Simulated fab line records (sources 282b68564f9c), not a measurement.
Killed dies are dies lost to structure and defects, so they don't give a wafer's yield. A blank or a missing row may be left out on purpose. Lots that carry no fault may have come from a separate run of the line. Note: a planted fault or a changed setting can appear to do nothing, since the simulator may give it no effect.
Split-lot study	flow rit_cmos	23 wafers read across 5 lots, on a route 202 steps long

== ABOUT THE SPLIT ==
At RIT_SILICIDE_SPUTTER_01 (material Ti, target thk 30 nm, time 240 s), the setting power_w was moved away from the recipe's 350 W on 6 of the 23 wafers read, by -4.4% to -3.7%. All remaining wafers had this setting at the recipe value.

== FROM THE SPLIT TO THE READING: what the file shows between them, 1 step ==
- RIT_SILICIDE_RS_MEAS_02: measures by four-point-probe

== THE READING ==
SILICIDE_TI_THK, in nm, at RIT_SILICIDE_THK_MEAS_03 (measures by xrf). Fault-free wafers of this fab line usually give 29.5 nm, standard deviation 0.45 nm.

wafer	tool, chamber at the split	power_w as run, W	against the recipe	SILICIDE_TI_THK, nm	against lot-mates on the recipe
L076.1	pvd_sputter-03, -	350	recipe	29.7	-
L076.2	pvd_sputter-03, -	350	recipe	29.7	-
L076.4	pvd_sputter-03, -	350	recipe	29.7	-
L076.5	pvd_sputter-03, -	350	recipe	29.8	-
L076.6	pvd_sputter-03, -	350	recipe	29.4	-
L078.1	pvd_sputter-01, -	334.5	-4.4%	28.8	-0.9
L078.2	pvd_sputter-01, -	334.5	-4.4%	28.7	-1.0
L078.3	pvd_sputter-01, -	334.5	-4.4%	28.8	-0.9
L078.4	pvd_sputter-01, -	350	recipe	29.5	-
L078.5	pvd_sputter-01, -	350	recipe	29.9	-
L079.1	pvd_sputter-04, -	350	recipe	29.4	-
L079.2	pvd_sputter-04, -	350	recipe	29.4	-
L079.3	pvd_sputter-04, -	350	recipe	29.4	-
L079.5	pvd_sputter-04, -	350	recipe	29.3	-
L079.6	pvd_sputter-04, -	350	recipe	29.7	-
L081.1	pvd_sputter-04, -	350	recipe	29.1	-
L081.3	pvd_sputter-04, -	350	recipe	29.3	-
L081.6	pvd_sputter-04, -	350	recipe	29.3	-
L084.1	pvd_sputter-04, -	350	recipe	29.0	-
L084.2	pvd_sputter-04, -	337.1	-3.7%	27.9	-1.2
L084.3	pvd_sputter-04, -	350	recipe	29.2	-
L084.4	pvd_sputter-04, -	337.1	-3.7%	27.8	-1.3
L084.6	pvd_sputter-04, -	337.1	-3.7%	28.0	-1.1

FIT RESULTS
A straight line over all 23 wafers: SILICIDE_TI_THK changes by +0.261 nm for each +1% of power_w; r = +0.80; the points scatter about the line by 0.36 nm.
The same after taking each lot's own level away (the mean of its wafers on the recipe; 23 wafers): +0.256 nm for each +1%; r = +0.94; scatter 0.18 nm.
On that fit, the largest move of power_w shifts the reading by 1.1 nm.
The span of the lots' own levels, 29.10 to 29.70 nm, comes to 1.3 times the standard deviation stated above.
The two slopes are in agreement: the lot-to-lot level therefore moves the slope only a little.
Check: with one of the wafers moved furthest among these (-4.4%) left out of the fit, the line predicts -1.2 nm for it against its lot-mates. It came out at -0.9 nm against them.

== THE OTHER SPLITS THESE WAFERS WENT THROUGH ==
Other splits were also applied to these wafers ahead of the reading. Each is held against what the fit with the lots' levels taken away leaves over:
other split on the same wafers	wafers away from the commonest value	r with SILICIDE_TI_THK (lot level and that fit taken away)
RIT_PLDD_COAT_01 spin_rpm	8	+0.01
RIT_NSD_IMPLANT_08 energy_kev	5	+0.00
RIT_PSD_IMPLANT_08 energy_kev	8	+0.42

== THE WHOLE CHAIN: every reading that the file lists as answering this split, in the file's order ==
step	what it does	reading	change (the file's fit)	r (the file's)
RIT_SILICIDE_SPUTTER_01	material Ti, target thk 30 nm, time 240 s	Ti_of_SILICIDE_SPUTTER_01.thk_nm (the simulator's own value, which no gauge read)	+0.271 nm for each +1% of the setting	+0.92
RIT_SILICIDE_RS_MEAS_02	measures by four-point-probe	SILICIDE_TI_RS	-0.549 for each +1% of the setting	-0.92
RIT_SILICIDE_THK_MEAS_03	measures by xrf	SILICIDE_TI_THK	+0.262 for each +1% of the setting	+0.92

== THE FILE'S OWN FIT ==
SILICIDE_TI_THK changes by +0.262 nm for each +1% of power_w, r = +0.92.
